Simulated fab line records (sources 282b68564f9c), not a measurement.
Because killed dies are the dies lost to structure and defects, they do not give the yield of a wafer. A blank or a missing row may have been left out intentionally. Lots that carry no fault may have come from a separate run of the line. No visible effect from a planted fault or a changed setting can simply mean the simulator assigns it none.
fab line records	flow rit-cmos
record lots=7	wafers=21	last-day=7
route steps=202 shown ACTIVE@8 FOX1@20 FOX2@23 M1@202
lots untouched by any fault: they come from a run of this same line in which no faults occurred
start-h: hours from the record's opening day to when the first of the lot's shown wafers began	wait-h: how many hours have passed since the lot's step before this one	" the same as in the row above	L1.1+2: several wafers, shown together as one row	- value missing, or start not given	* or withheld: withheld	< > ~ a bound
route shown NAME@n: a module of which the file shows steps, and the number in the route of the first	usual: the fault-free wafers' mean and standard deviation	same: alike in all rows	chamber/n: place in a boat	sites: each site's reading	_std_site: the values' standard deviation	_edge_site: outer sites' mean less inner sites'	radius-mm: for every site, how far away it sits from the centre of the wafer	mask NAME#n: copy n	behind: the tool/chamber that last shaped the wafer	hold: why the lot was held/for how many hours/how that ended	device: the n, p or np transistor that did not switch	end of line: the tests these same wafers got at the end of their route	a step given without rows: its recipe and nothing more	killed: the dies lost at the first sort to structure and to defects; this is not the yield of the wafer	map: a wafer's dies, x killed, . not, _ none there
set.NAME: the setting as run; set.NAME@STEP: as run at that earlier step	model.NAME: the simulator's own value behind a step, which no gauge read
a table for each step, a row for each wafer; lots at some steps of the route
services: when a tool's chamber went out of use (start-h, in hours from the record's first day, below 0 if earlier), for how many hours, and the reason
## steps
# step RIT_ACTIVE_SOFTBAKE_07
# recipe resist=NOVOLAK	temp-c=90.56	time-s=60
# step RIT_ACTIVE_EXPOSE_08
# recipe mask-id=M1	na=0.6	source-shape=conventional	sigma-outer=0.6	target-cd-nm=1400	dose-mj=225
# step RIT_ACTIVE_PEB_09
# recipe resist=NOVOLAK	temp-c=withheld	time-s=withheld
# step RIT_ACTIVE_DEVELOP_10
# recipe resist=NOVOLAK	develop-time-s=50	dev-temp-c=23
# step RIT_ACTIVE_CD_MEAS_11
# recipe target-cd-nm=1400
# usual cd-nm=1400.1/1.7
lot.wafer	tool	chamber	start-h	wait-h	cd-nm
L483.1	cd-sem-01	-	15.15	-	1399.3
L483.5	"	-	"	"	1398.7
L483.6	"	-	"	"	1397.3
L491.2	cd-sem-02	-	54.47	-	1399.8
L491.3	"	-	"	"	1399.1
L491.4	"	-	"	"	1399.4
L493.2	cd-sem-01	-	64.46	-	1399.0
L493.4	"	-	"	"	1399.4
L493.6	"	-	"	"	1401.6
L494.1	cd-sem-02	-	69.56	-	1402.6
L494.5	"	-	"	"	1401.5
L494.6	"	-	"	"	1401.3
L496.2	cd-sem-02	-	79.99	-	1398.9
L496.3	"	-	"	"	1399.9
L496.5	"	-	"	"	1400.4
L499.1	cd-sem-01	-	94.56	-	1400.9
L499.2	"	-	"	"	1400.5
L499.5	"	-	"	"	1399.6
L504.1	cd-sem-02	-	119.44	-	1399.8
L504.2	"	-	"	"	1397.9
L504.4	"	-	"	"	1397.8
# step RIT_ACTIVE_HARDBAKE_12
# recipe resist=NOVOLAK	temp-c=140	time-s=60
# step RIT_ACTIVE_ETCH_13
# recipe stop-on=SiO2	chemistry=SF6	target=Si3N4	time-s=210	over-etch-frac=0.4	SF6_flow_sccm=200	pressure-mtorr=260	rf-w=125	target-depth-a=2100
# usual drypump-motor-current-A=5.8/0.38	oes-product-au=0.818/0.014	rf-fwd-power-W=124.5/0.39	throttle-valve-pct=7.51/0.13
lot.wafer	tool	chamber	start-h	wait-h	drypump-motor-current-A	oes-product-au	rf-fwd-power-W	rf-hours-counter-h	throttle-valve-pct
L483.1	rie-diel-01	1	15.42	0.1	5.6	0.838	124.9	152	7.38
L483.5	"	1	"	"	5.6	0.835	125.1	-	7.38
L483.6	"	0	"	"	6.8	0.801	123.7	-	7.51
L491.2	rie-diel-02	2	54.72	0.1	5.7	0.815	124.4	4	7.41
L491.3	"	3	"	"	5.9	0.798	125.2	91	7.77
L491.4	"	0	"	"	6.0	0.812	124.7	56	7.71
L493.2	rie-diel-04	3	64.71	0.1	5.6	0.829	125.1	8	7.35
L493.4	"	1	"	"	6.1	0.833	124.3	112	7.63
L493.6	"	1	"	"	6.1	0.850	125.1	-	7.62
L494.1	rie-diel-04	3	69.83	0.1	5.5	0.824	124.3	8	7.34
L494.5	"	0	"	"	5.0	0.831	125.1	-	7.45
L494.6	"	3	"	"	5.6	0.835	124.6	-	7.33
L496.2	rie-diel-01	2	80.24	0.1	6.0	0.805	124.2	95	7.54
L496.3	"	1	"	"	5.6	0.833	124.3	153	7.38
L496.5	"	3	"	"	5.6	0.825	124.7	-	7.48
L499.1	rie-diel-02	0	94.83	0.1	6.0	0.800	124.4	57	7.71
L499.2	"	1	"	"	5.3	0.819	123.8	9	7.38
L499.5	"	3	"	"	5.8	0.798	125.3	-	7.77
L504.1	rie-diel-02	1	119.71	0.1	5.3	0.820	124.2	9	7.39
L504.2	"	3	"	"	5.9	0.804	124.6	92	7.76
L504.4	"	0	"	"	6.0	0.808	124.7	57	7.69
# step RIT_ACTIVE_STRIP_14
# recipe chemistry=O2	time-s=180	resist=NOVOLAK	platen-temp-c=withheld	power-w=500	pressure-mtorr=4000	o2-flow-sccm=4000
# usual drypump-motor-current-A=5.93/0.24
lot.wafer	tool	chamber	start-h	wait-h	drypump-motor-current-A	rf-hours-counter-h
L483.1	plasma-asher-01	1	15.55	0.1	5.71	37
L483.5	"	1	"	"	5.69	-
L483.6	"	0	"	"	6.31	-
L491.2	plasma-asher-01	0	54.85	0.1	6.31	41
L491.3	"	1	"	"	5.73	-
L491.4	"	0	"	"	6.30	-
L493.2	plasma-asher-01	0	64.84	0.1	6.33	43
L493.4	"	1	"	"	5.72	-
L493.6	"	0	"	"	6.34	-
L494.1	plasma-asher-01	1	69.97	0.1	5.71	43
L494.5	"	0	"	"	6.31	-
L494.6	"	1	"	"	5.74	-
L496.2	plasma-asher-01	1	80.37	0.1	5.74	44
L496.3	"	0	"	"	6.27	-
L496.5	"	1	"	"	5.72	-
L499.1	plasma-asher-02	0	94.97	0.1	5.87	45
L499.2	"	1	"	"	5.82	45
L499.5	"	1	"	"	5.83	-
L504.1	plasma-asher-02	1	119.84	0.1	5.82	48
L504.2	"	0	"	"	5.84	48
L504.4	"	1	"	"	5.83	-
# step RIT_ACTIVE_CD_MEAS_90
# recipe target-cd-nm=1400
# usual cd-nm=1400.0/1.7
lot.wafer	tool	chamber	start-h	wait-h	cd-nm
L483.1	cd-sem-02	-	15.73	0.1	1398.8
L483.5	"	-	"	"	1398.1
L483.6	"	-	"	"	1397.7
L491.2	cd-sem-01	-	55.05	0.1	1400.0
L491.3	"	-	"	"	1399.1
L491.4	"	-	"	"	1399.7
L493.2	cd-sem-01	-	65.04	0.1	1399.2
L493.4	"	-	"	"	1399.0
L493.6	"	-	"	"	1400.9
L494.1	cd-sem-02	-	70.14	0.1	1403.1
L494.5	"	-	"	"	1401.4
L494.6	"	-	"	"	1401.4
L496.2	cd-sem-01	-	80.57	0.1	1398.7
L496.3	"	-	"	"	1400.1
L496.5	"	-	"	"	1400.5
L499.1	cd-sem-01	-	95.14	0.1	1401.3
L499.2	"	-	"	"	1400.7
L499.5	"	-	"	"	1399.7
L504.1	cd-sem-01	-	120.02	0.1	1400.2
L504.2	"	-	"	"	1398.0
L504.4	"	-	"	"	1397.8
# step RIT_ACTIVE_CLEAN_15
# recipe chemistry=SC1	mix=3:3:50	time-s=600	temp-c=75
# step RIT_ACTIVE_CLEAN_16
# recipe chemistry=dHF	dilution=50:1	time-s=30
# step RIT_ACTIVE_CLEAN_17
# recipe chemistry=SC2	mix=3:3:50	time-s=600	temp-c=75	dry=n2-spin
# step RIT_FOX1_OXIDATION_00
# recipe temp-c=1100	ambient=H2O	target-thk-a=3507	p-h2o-torr=720	ox-time-s=1130
# usual spike-tc-centre-C=1103.6/1.1	tube-center-temp-C=1100/0.11	zone-power-load-pct=42/4.3
lot.wafer	tool	chamber	start-h	wait-h	spike-tc-centre-C	tube-center-temp-C	zone-power-load-pct
L483.1	furnace-02	0	16.23	0.0	1103.6	1100.1	42
L483.5	"	0	"	"	1104.8	1100	42
L483.6	"	0	"	"	1106.6	1100	42
L491.2	furnace-03	0	56.84	1.3	1103.5	1099.8	44
L491.3	"	0	"	"	1106.0	1100.1	45
L491.4	"	0	"	"	1102.9	1099.9	45
L493.2	furnace-02	0	65.51	0.0	1102.1	1100	42
L493.4	"	0	"	"	1103.1	1100.2	41
L493.6	"	0	"	"	1104.2	1100	42
L494.1	furnace-01	0	71.69	1.1	1102.6	1100	33
L494.5	"	0	"	"	1102.4	1100.1	33
L494.6	"	0	"	"	1104.4	1100	33
L496.2	furnace-03	0	81.05	0.0	1103.9	1100.1	44
L496.3	"	0	"	"	1105.0	1100	45
L496.5	"	0	"	"	1106.8	1100	45
L496.2	furnace-03	0	82.53	0.2	1104.1	1099.9	45
L496.3	"	0	"	"	1102.4	1100	44
L496.5	"	0	"	"	1103.1	1099.9	44
L499.1	furnace-03	0	95.95	0.3	1103.7	1100	46
L499.2	"	0	"	"	1103.6	1100	44
L499.5	"	0	"	"	1102.6	1100.1	45
L499.1	furnace-03	0	97.43	0.2	1103.3	1100.2	45
L499.2	"	0	"	"	1104.1	1100	45
L499.5	"	0	"	"	1104.4	1100.1	45
L504.1	furnace-02	0	120.85	0.3	1103.5	1100	42
L504.2	"	0	"	"	1105.2	1099.9	42
L504.4	"	0	"	"	1103.6	1100	41
L504.1	furnace-02	0	122.34	0.2	1104.2	1099.9	42
L504.2	"	0	"	"	1103.5	1100.1	42
L504.4	"	0	"	"	1102.8	1100	42
# step RIT_FOX1_THK_MEAS_01
# recipe reads=SiO2_of_FOX1_OXIDATION_00
# usual FOX1_OXIDE_THK=353/7.4
lot.wafer	tool	chamber	start-h	wait-h	FOX1_OXIDE_THK[nm]
L483.1	film-metro-02	-	17.54	0.0	341
L483.5	"	-	"	"	345
L483.6	"	-	"	"	339
L491.2	film-metro-03	-	58.16	0.0	350
L491.3	"	-	"	"	353
L491.4	"	-	"	"	354
L493.2	film-metro-03	-	66.83	0.0	352
L493.4	"	-	"	"	349
L493.6	"	-	"	"	346
L494.1	film-metro-03	-	73.00	0.0	346
L494.5	"	-	"	"	345
L494.6	"	-	"	"	347
L496.2	film-metro-04	-	83.85	0.0	525
L496.3	"	-	"	"	521
L496.5	"	-	"	"	521
L496.2	film-metro-04	-	84.08	0.2	525
L496.3	"	-	"	"	521
L496.5	"	-	"	"	521
L499.1	film-metro-02	-	98.74	0.0	554
L499.2	"	-	"	"	548
L499.5	"	-	"	"	552
L499.1	film-metro-02	-	98.97	0.2	554
L499.2	"	-	"	"	548
L499.5	"	-	"	"	552
L504.1	film-metro-04	-	123.65	0.0	508
L504.2	"	-	"	"	511
L504.4	"	-	"	"	512
L504.1	film-metro-04	-	123.88	0.2	508
L504.2	"	-	"	"	511
L504.4	"	-	"	"	512
# step RIT_FOX1_WET_ETCH_02
# recipe chemistry=BOE	target-depth-nm=350	time-s=390	temp-c=21.5	dry=n2-spin	dilution=10:1	target=SiO2
lot.wafer	tool	chamber	start-h	wait-h	model.Si3N4_of_ACTIVE_CVD_03.thk-nm
L483.1	wet-bench-04	2	17.60	0.1	138.4
L483.5	"	2	"	"	139.5
L483.6	"	2	"	"	137.9
L491.2	wet-bench-03	2	58.21	0.0	137.6
L491.3	"	2	"	"	137.4
L491.4	"	2	"	"	138.6
L493.2	wet-bench-03	0	66.88	0.0	138.7
L493.4	"	0	"	"	138.5
L493.6	"	0	"	"	138.2
L494.1	wet-bench-02	0	73.06	0.1	139.1
L494.5	"	0	"	"	137.3
L494.6	"	0	"	"	137.9
L496.2	wet-bench-04	1	85.75	1.7	132.3
L496.3	"	1	"	"	132.6
L496.5	"	1	"	"	133.5
L499.1	wet-bench-02	3	100.78	1.8	133.5
L499.2	"	3	"	"	133.9
L499.5	"	3	"	"	134.9
L504.1	wet-bench-03	3	128.22	4.3	133.3
L504.2	"	3	"	"	134.5
L504.4	"	3	"	"	133.4
# step RIT_FOX2_OXIDATION_00
# recipe temp-c=1100	ambient=H2O	target-thk-a=3507	p-h2o-torr=720	ox-time-s=1130
# step RIT_FOX2_THK_MEAS_01
# recipe reads=SiO2_of_FOX2_OXIDATION_00
# usual FOX2_OXIDE_THK=354/5.6
lot.wafer	tool	chamber	start-h	wait-h	FOX2_OXIDE_THK[nm]
L483.1	film-metro-02	-	19.04	0.0	362
L483.5	"	-	"	"	357
L483.6	"	-	"	"	357
L491.2	film-metro-01	-	59.65	0.0	362
L491.3	"	-	"	"	365
L491.4	"	-	"	"	358
L493.2	film-metro-02	-	68.32	0.0	363
L493.4	"	-	"	"	360
L493.6	"	-	"	"	365
L494.1	film-metro-04	-	75.24	0.0	352
L494.5	"	-	"	"	347
L494.6	"	-	"	"	352
L496.2	film-metro-04	-	87.94	0.0	356
L496.3	"	-	"	"	362
L496.5	"	-	"	"	354
L499.1	film-metro-04	-	103.37	0.0	345
L499.2	"	-	"	"	340
L499.5	"	-	"	"	348
L504.1	film-metro-01	-	130.17	0.0	349
L504.2	"	-	"	"	355
L504.4	"	-	"	"	355
# step RIT_FOX2_CLEAN_02
# recipe chemistry=dHF	dilution=50:1	time-s=180
lot.wafer	tool	chamber	start-h	wait-h	model.Si3N4_of_ACTIVE_CVD_03.thk-nm
L483.1	wet-bench-02	0	19.10	0.1	131.4
L483.5	"	0	"	"	132.4
L483.6	"	0	"	"	130.9
L491.2	wet-bench-01	0	59.70	0.0	130.6
L491.3	"	0	"	"	130.3
L491.4	"	0	"	"	131.5
L493.2	wet-bench-02	0	68.37	0.0	131.7
L493.4	"	0	"	"	131.4
L493.6	"	0	"	"	131.2
L494.1	wet-bench-01	0	75.30	0.1	132.1
L494.5	"	0	"	"	130.3
L494.6	"	0	"	"	130.9
L496.2	wet-bench-01	1	87.99	0.0	125.2
L496.3	"	1	"	"	125.6
L496.5	"	1	"	"	126.4
L499.1	wet-bench-04	0	103.43	0.1	126.5
L499.2	"	0	"	"	126.9
L499.5	"	0	"	"	127.8
L504.1	wet-bench-02	0	130.23	0.1	126.2
L504.2	"	0	"	"	127.5
L504.4	"	0	"	"	126.3
# step RIT_FOX2_WET_ETCH_03
# recipe chemistry=H3PO4	target=Si3N4	target-depth-nm=195	temp-c=165	time-s=2700
# step RIT_M1_PROBE_99
# usual killed-at-front-end=7/3.3	killed-dies=7/3.3	killed-open=3.4/2.2	killed-short=3.5/2
# same gross-dies=264	killed_at_M0_to_M3=0	killed_at_M4_up=0	killed-at-back-side=0	killed-at-contacts=0	killed-at-other=0
lot.wafer	tool	chamber	start-h	wait-h	killed-at-front-end	killed-dies	killed-open	killed-short
L483.1	prober-02	-	56.96	0.1	9	9	4	5
L483.5	prober-02	-	57.16	0.2	7	7	4	3
L483.6	prober-02	-	57.21	0.2	7	7	4	3
L491.2	prober-01	-	100.42	0.1	10	10	4	6
L491.3	prober-01	-	100.47	0.2	6	6	3	3
L491.4	prober-01	-	100.52	0.2	12	12	6	6
L493.2	prober-01	-	110.04	0.1	4	4	3	1
L493.4	prober-01	-	110.14	0.2	14	14	7	7
L493.6	prober-01	-	110.24	0.2	9	9	4	5
L494.1	prober-02	-	112.68	0.1	8	8	4	4
L494.5	prober-02	-	112.88	0.2	5	5	3	2
L494.6	prober-02	-	112.93	0.2	9	9	3	6
L496.2	prober-02	-	135.99	0.1	13	13	7	6
L496.3	prober-02	-	136.04	0.2	5	5	3	2
L496.5	prober-02	-	136.14	0.2	4	4	3	1
L504.1	prober-02	-	177.49	0.1	7	7	2	5
L504.2	prober-02	-	177.54	0.1	7	7	2	5
L504.4	prober-02	-	177.64	0.2	6	6	3	3
# killed by level:class
L483.1 GATE:geometric-particle:open=3 GATE:geometric-particle:short=2 REOX:geometric-particle:short=2 FOX2:geometric-particle:short=1 REOX:geometric-particle:open=1
L483.5 GATE:geometric-particle:short=2 REOX:geometric-particle:open=2 FOX2:geometric-particle:open=1 SPACER:geometric-particle:short=1 SILICIDE:geometric-particle:open=1
L483.6 REOX:geometric-particle:open=3 GATE:geometric-particle:open=1 REOX:geometric-particle:short=1 SPACER:geometric-particle:short=1 SILICIDE:geometric-particle:short=1
L491.2 FOX2:geometric-particle:short=3 FOX2:geometric-particle:open=2 SILICIDE:geometric-particle:open=2 GATE:geometric-particle:short=1 REOX:geometric-particle:short=1 SILICIDE:geometric-particle:short=1
L491.3 SPACER:geometric-particle:open=2 SILICIDE:geometric-particle:short=2 FOX1:geometric-particle:open=1 REOX:geometric-particle:short=1
L491.4 FOX2:geometric-particle:short=3 FOX2:geometric-particle:open=3 GATE:geometric-particle:short=3 SPACER:geometric-particle:open=2 SILICIDE:geometric-particle:open=1
L493.2 FOX1:geometric-particle:open=1 FOX2:geometric-particle:open=1 GATE:geometric-particle:open=1 REOX:geometric-particle:short=1
L493.4 SILICIDE:geometric-particle:open=3 SILICIDE:geometric-particle:short=3 GATE:geometric-particle:open=2 SPACER:geometric-particle:short=2 FOX1:geometric-particle:short=1 FOX2:geometric-particle:open=1 GATE:geometric-particle:short=1 SPACER:geometric-particle:open=1
L493.6 GATE:geometric-particle:open=3 SILICIDE:geometric-particle:short=3 FOX1:geometric-particle:short=2 SPACER:geometric-particle:open=1
L494.1 GATE:geometric-particle:short=2 GATE:geometric-particle:open=2 FOX1:geometric-particle:open=1 FOX1:geometric-particle:short=1 SPACER:geometric-particle:short=1 SILICIDE:geometric-particle:open=1
L494.5 GATE:geometric-particle:open=2 GATE:geometric-particle:short=1 REOX:geometric-particle:open=1 REOX:geometric-particle:short=1
L494.6 SILICIDE:geometric-particle:short=3 GATE:geometric-particle:open=2 REOX:geometric-particle:short=2 FOX1:geometric-particle:short=1 REOX:geometric-particle:open=1
L496.2 FOX2:geometric-particle:open=4 GATE:geometric-particle:short=3 REOX:geometric-particle:short=2 FOX1:geometric-particle:open=1 GATE:geometric-particle:open=1 SPACER:geometric-particle:open=1 SILICIDE:geometric-particle:short=1
L496.3 SPACER:geometric-particle:open=2 GATE:geometric-particle:short=1 SPACER:geometric-particle:short=1 SILICIDE:geometric-particle:open=1
L496.5 REOX:geometric-particle:open=2 SPACER:geometric-particle:open=1 SPACER:geometric-particle:short=1
L504.1 GATE:geometric-particle:short=3 FOX1:geometric-particle:short=1 GATE:geometric-particle:open=1 REOX:geometric-particle:short=1 SILICIDE:geometric-particle:open=1
L504.2 FOX1:geometric-particle:short=2 FOX1:geometric-particle:open=1 GATE:geometric-particle:short=1 REOX:geometric-particle:open=1 REOX:geometric-particle:short=1 SILICIDE:geometric-particle:short=1
L504.4 GATE:geometric-particle:open=2 FOX1:geometric-particle:short=1 FOX1:geometric-particle:open=1 GATE:geometric-particle:short=1 SPACER:geometric-particle:short=1
## services
tool	chamber	start-h	hours	kind
rie-diel-01	0	-0.90	16.0	repair
plasma-asher-02	-	14.94	0.9	repair
rie-diel-02	2	21.25	3.2	repair
plasma-asher-01	-	46.03	5.1	repair
plasma-asher-02	-	51.44	2.8	pm
rie-diel-01	0	53.63	-	clean
rie-diel-01	0	53.63	18.6	scheduled-down
rie-diel-01	0	53.63	18.6	vent-cycle
rie-diel-04	-	59.02	0.9	repair
furnace-02	-	62.69	2.8	pm
rie-diel-02	0	73.39	13.9	repair
rie-diel-01	0	89.70	8.6	repair
rie-diel-04	0	93.81	9.9	repair
rie-diel-04	1	96.48	6.6	repair
furnace-02	-	97.05	5.0	pm
plasma-asher-01	-	105.73	12.0	repair
rie-diel-04	-	107.45	0.5	repair
plasma-asher-01	-	117.71	9.0	pm
plasma-asher-01	0	117.71	9.0	vent-cycle
plasma-asher-01	1	117.71	9.0	vent-cycle
plasma-asher-01	0	126.71	-	clean
plasma-asher-01	1	126.71	-	clean
## key
first-sign step=RIT_FOX1_OXIDATION_00	reading=visit	direction=added
effect step=RIT_FOX1_THK_MEAS_01	reading=visit	direction=added
effect step=RIT_FOX1_THK_MEAS_01	reading=FOX1_OXIDE_THK	direction=up	sigmas=24	usual=353	struck=528
model-effect step=RIT_FOX1_WET_ETCH_02	value=Si3N4_of_ACTIVE_CVD_03.thk-nm	without=136.8	struck=133.5
model-effect step=RIT_FOX2_CLEAN_02	value=Si3N4_of_ACTIVE_CVD_03.thk-nm	without=129.8	struck=126.5
met-at RIT_FOX1_OXIDATION_00
struck-wafers L496.2,L496.3,L496.5,L499.1,L499.2,L499.5,L504.1,L504.2,L504.4
rows-end L499.1,L499.2,L499.5
tester-left-out L496,L504
fault kind=repeated-step-whole	tool=furnace-01,furnace-02,furnace-03	chamber=-	onset-h=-	steps=RIT_FOX1_OXIDATION_00	times=1	scope=struck-lots-only
# tester-left-out: of these lots the tester's yield and bins aren't shown, on N5 and GAA mostly nor the transistor test; their killed dies are dies lost to structure and defects alone, not to doping, threshold or leakage, so they don't give the yield
# rows-end: these wafers met a further fault down the route, and their rows from its step on are left out
